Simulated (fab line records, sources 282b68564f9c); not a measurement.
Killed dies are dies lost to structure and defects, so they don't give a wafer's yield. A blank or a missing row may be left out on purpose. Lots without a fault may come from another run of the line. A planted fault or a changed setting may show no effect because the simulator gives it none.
fab line records | flow rit_cmos
record lots=6 wafers=18 last_day=7
route steps=202 shown SILICIDE@163 CONTACT@168
lots that met no fault: from a run of the same line without faults
start_h: hours from the record's first day to the start of the lot's first wafer shown | wait_h: hours since the lot's step before | " the same as in the row above | L1.1+2: a row that stands for several wafers | - no value, or no start given | * or withheld: withheld | < > ~ a bound
route shown NAME@n: a module of which the file shows steps, and the number in the route of the first | usual: mean/standard deviation of fault-free wafers | same: alike in all rows | chamber/n: place in a boat | sites: the reading at each site | _std_site: their standard deviation | _edge_site: outer sites' mean less inner sites' | radius_mm: how far each site lies from the wafer's centre | mask NAME#n: copy n | behind: the tool/chamber that last shaped the wafer | hold: why the lot was held/for how many hours/how that ended | device: the transistor (n, p or np) that didn't switch | end of line: the same wafers' tests at the end of the route | a step without rows: its recipe alone | killed: dies lost to structure and defects at the first sort, not the wafer's yield | map: a wafer's dies, x killed, . not, _ none there
set.NAME: the setting as run; set.NAME@STEP: as run at that earlier step | model.NAME: the simulator's own value behind a step, which no gauge read
lots at some steps of the route; a table a step, a row a wafer
services: from which hour (start_h, from the record's first day; less than 0 if before it) a tool's chamber was out of use, for how many hours, and why
## steps
# step RIT_SILICIDE_RS_MEAS_02
# recipe thk_meas_gauge=four-point-probe reads=Ti_of_SILICIDE_SPUTTER_01
# usual SILICIDE_TI_RS=47.9/0.74
# columns lot.wafer tool chamber start_h wait_h SILICIDE_TI_RS[ohm/sq]
L765.2 film_metro-02 - 67.51 0.1 47.4
L765.4 " - " " 47.6
L765.6 " - " " 47.3
L772.1 film_metro-04 - 113.00 0.1 48.5
L772.3 " - " " 48.7
L772.6 " - " " 47.9
L781.1 film_metro-02 - 150.18 0.1 47.8
L781.2 " - " " 47.9
L781.3 " - " " 48.2
L782.1 film_metro-02 - 153.82 0.1 47.4
L782.3 " - " " 47.7
L782.6 " - " " 47.4
L783.1 film_metro-02 - 157.94 0.1 48.0
L783.2 " - " " 48.2
L783.6 " - " " 48.3
L785.1 film_metro-03 - 165.89 0.1 47.0
L785.3 " - " " 48.0
L785.4 " - " " 47.9
# step RIT_SILICIDE_THK_MEAS_03
# recipe thk_meas_gauge=xrf reads=Ti_of_SILICIDE_SPUTTER_01
# usual SILICIDE_TI_THK=30.0/0.37
# columns lot.wafer tool chamber start_h wait_h SILICIDE_TI_THK[nm]
L765.2 film_metro-02 - 67.62 0.1 30.1
L765.4 " - " " 30.1
L765.6 " - " " 30.1
L772.1 film_metro-04 - 113.12 0.1 29.8
L772.3 " - " " 29.6
L772.6 " - " " 30.0
L781.1 film_metro-02 - 150.30 0.1 30.1
L781.2 " - " " 29.8
L781.3 " - " " 29.8
L782.1 film_metro-02 - 153.94 0.1 30.3
L782.3 " - " " 30.2
L782.6 " - " " 30.3
L783.1 film_metro-02 - 158.06 0.1 29.9
L783.2 " - " " 29.9
L783.6 " - " " 29.8
L785.1 film_metro-03 - 166.01 0.1 30.5
L785.3 " - " " 30.1
L785.4 " - " " 30.1
# step RIT_SILICIDE_RTA_04
# recipe temp_c=650 time_s=10 idle_temp_c=25 ramp_up_s=5 ramp_down_s=5 cool_to_c=25 ambient=N2
# usual wafer_temp_C_max=653.5/0.71
# columns lot.wafer tool chamber start_h wait_h wafer_temp_C_max
L765.2 rtp_anneal-02 0 67.68 0.1 653.4
L765.4 " 0 " " 653.1
L765.6 " 0 " " 653.6
L772.1 rtp_anneal-02 0 113.18 0.1 652.9
L772.3 " 0 " " 652.5
L772.6 " 0 " " 654.0
L781.1 rtp_anneal-02 0 150.36 0.1 653.7
L781.2 " 0 " " 654.6
L781.3 " 0 " " 653.9
L782.1 rtp_anneal-01 0 154.00 0.1 654.4
L782.3 " 0 " " 653.8
L782.6 " 0 " " 653.3
L783.1 rtp_anneal-02 0 158.12 0.1 653.0
L783.2 " 0 " " 653.2
L783.6 " 0 " " 652.8
L785.1 rtp_anneal-02 0 166.07 0.1 652.8
L785.3 " 0 " " 653.5
L785.4 " 0 " " 652.5
# step RIT_SILICIDE_WET_ETCH_05
# recipe chemistry=SPM target=Ti temp_c=90 time_s=120 dry=n2_spin
# step RIT_SILICIDE_RTA_06
# recipe temp_c=750 time_s=10 idle_temp_c=25 ramp_up_s=5 ramp_down_s=10 cool_to_c=25 ambient=N2
# usual wafer_temp_C_max=753.8/0.79
# columns lot.wafer tool chamber start_h wait_h wafer_temp_C_max
L765.2 rtp_anneal-01 0 67.79 0.0 755.2
L765.4 " 0 " " 754.2
L765.6 " 0 " " 754.3
L772.1 rtp_anneal-01 0 113.29 0.0 753.4
L772.3 " 0 " " 754.1
L772.6 " 0 " " 753.4
L781.1 rtp_anneal-01 0 150.47 0.0 753.9
L781.2 " 0 " " 754.0
L781.3 " 0 " " 754.4
L782.1 rtp_anneal-02 0 154.11 0.0 753.2
L782.3 " 0 " " 752.6
L782.6 " 0 " " 753.2
L783.1 rtp_anneal-01 0 158.27 0.0 753.8
L783.2 " 0 " " 754.4
L783.6 " 0 " " 753.6
L785.1 rtp_anneal-01 0 166.18 0.0 754.3
L785.3 " 0 " " 754.1
L785.4 " 0 " " 754.5
# step RIT_CONTACT_CVD_00
# recipe material=SiO2 target_thk_nm=400 precursor=TEOS temp_c=390 time_s=61 rf_w=400
# usual heater_power_w=308/63
# columns lot.wafer tool chamber start_h wait_h heater_power_w
L765.2 pecvd-04 2 67.85 0.0 370
L765.4 " 2 " " 381
L765.6 " 2 " " 381
L772.1 pecvd-03 2 113.36 0.1 353
L772.3 " 0 " " 265
L772.6 " 1 " " 338
L781.1 pecvd-02 2 150.54 0.1 404
L781.2 " 1 " " 279
L781.3 " 0 " " 229
L782.1 pecvd-03 0 154.17 0.1 214
L782.3 " 1 " " 317
L782.6 " 1 " " 330
L783.1 pecvd-04 0 158.33 0.1 300
L783.2 " 1 " " 316
L783.6 " 2 " " 284
L785.1 pecvd-03 1 166.25 0.1 366
L785.3 " 2 " " 294
L785.4 " 2 " " 309
# step RIT_CONTACT_THK_MEAS_01
# recipe reads=SiO2_of_CONTACT_CVD_00
# usual CONTACT_TEOS_THK=400/5.5
# columns lot.wafer tool chamber start_h wait_h CONTACT_TEOS_THK[nm]
L765.2 film_metro-01 - 67.93 0.1 393
L765.4 " - " " 401
L765.6 " - " " 398
L772.1 film_metro-01 - 113.43 0.0 397
L772.3 " - " " 401
L772.6 " - " " 403
L781.1 film_metro-01 - 150.59 0.0 397
L781.2 " - " " 401
L781.3 " - " " 399
L782.1 film_metro-01 - 154.22 0.0 388
L782.3 " - " " 394
L782.6 " - " " 399
L783.1 film_metro-02 - 158.38 0.0 402
L783.2 " - " " 398
L783.6 " - " " 411
L785.1 film_metro-01 - 166.30 0.0 395
L785.3 " - " " 397
L785.4 " - " " 401
# step RIT_CONTACT_HMDS_02
# recipe prime_time_s=60 prime_temp_c=140
# step RIT_CONTACT_COAT_03
# recipe resist=NOVOLAK spin_rpm=3250 resist_thk_nm=1000
# step RIT_CONTACT_SOFTBAKE_04
# recipe resist=NOVOLAK temp_c=90 time_s=60
# step RIT_CONTACT_EXPOSE_05
# recipe mask_id=M11 na=0.6 source_shape=conventional sigma_outer=0.5 target_cd_nm=1000 dose_mj=250
# step RIT_CONTACT_PEB_06
# recipe resist=NOVOLAK temp_c=withheld time_s=withheld
# step RIT_CONTACT_DEVELOP_07
# recipe resist=NOVOLAK develop_time_s=120 dev_temp_c=23
# usual chill_plate_temp_C=23.03/0.099 develop_time_s=120/0
# columns lot.wafer tool chamber start_h wait_h chill_plate_temp_C develop_time_s
L765.2 litho_track-04 0 68 - 23.01 120
L765.4 " 0 " " 22.89 120
L765.6 " 0 " " 22.99 120
L772.1 litho_track-04 0 114 - 23.08 120
L772.3 " 0 " " 23.12 120
L772.6 " 0 " " 23.09 120
L781.1 litho_track-04 - 151 - - -
L781.2 " - " " - -
L781.3 " - " " - -
L782.1 litho_track-01 - 155 - - -
L782.3 " - " " - -
L782.6 " - " " - -
L783.1 litho_track-03 0 159 - 23.26 120
L783.2 " 0 " " 23.21 120
L783.6 " 0 " " 23.21 120
L785.1 litho_track-03 0 167 - 23.00 120
L785.3 " 0 " " 23.06 120
L785.4 " 0 " " 23.03 120
# step RIT_CONTACT_CD_MEAS_08
# recipe target_cd_nm=1000
# usual cd_nm=1000.3/2.2
# columns lot.wafer tool chamber start_h wait_h cd_nm
L765.2 cd_sem-02 - 68.97 - 999.5
L765.4 " - " " 999.2
L765.6 " - " " 998.7
L772.1 cd_sem-02 - 114.46 - 1000.4
L772.3 " - " " 1000.7
L772.6 " - " " 1002.9
L781.1 cd_sem-01 - 151.74 - -
L781.2 " - " " -
L781.3 " - " " -
L782.1 cd_sem-01 - 155.38 - -
L782.3 " - " " -
L782.6 " - " " -
L783.1 cd_sem-02 - 159.41 - 1002.4
L783.2 " - " " 1001.2
L783.6 " - " " 1002.3
L785.1 cd_sem-01 - 167.53 - 995.8
L785.3 " - " " 996.5
L785.4 " - " " 997.7
## services
# columns tool chamber start_h hours kind
pecvd-04 1 67.76 16.9 repair
pecvd-04 - 76.65 2.8 pm
rtp_anneal-01 - 109.23 1.1 pm
pecvd-02 - 112.92 1.3 repair
pecvd-04 0 131.66 23.4 repair
pecvd-04 1 136.29 8.5 repair
pecvd-02 - 137.32 1.8 repair
## key
first_sign step=RIT_CONTACT_DEVELOP_07 reading=tool_record direction=missing
effect none on later readings
met_at RIT_CONTACT_DEVELOP_07
struck_wafers L781.1,L781.2,L781.3,L782.1,L782.3,L782.6
later_rows_left_out L781.1,L781.2,L781.3,L782.1,L782.3,L782.6
sort_left_out L781.1,L781.2,L781.3,L782.1,L782.3,L782.6
tester_left_out L781,L782
onset_between 114 151
fault kind=skipped_step_whole tool=litho_track-01,litho_track-04 chamber=- onset_h=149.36 steps=RIT_CONTACT_DEVELOP_07 scope=struck_lots_only
# tester_left_out: of these lots the tester's yield and bins aren't shown, on N5 and GAA mostly nor the transistor test; their killed dies are dies lost to structure and defects alone, not to doping, threshold or leakage, so they don't give the yield
# sort_left_out: the simulated sort isn't trusted on such a fault, so these wafers' sort isn't shown, and their yield isn't known
# later_rows_left_out: the simulator's readings of these wafers behind a module that went badly wrong aren't trusted and aren't shown, but for the sort
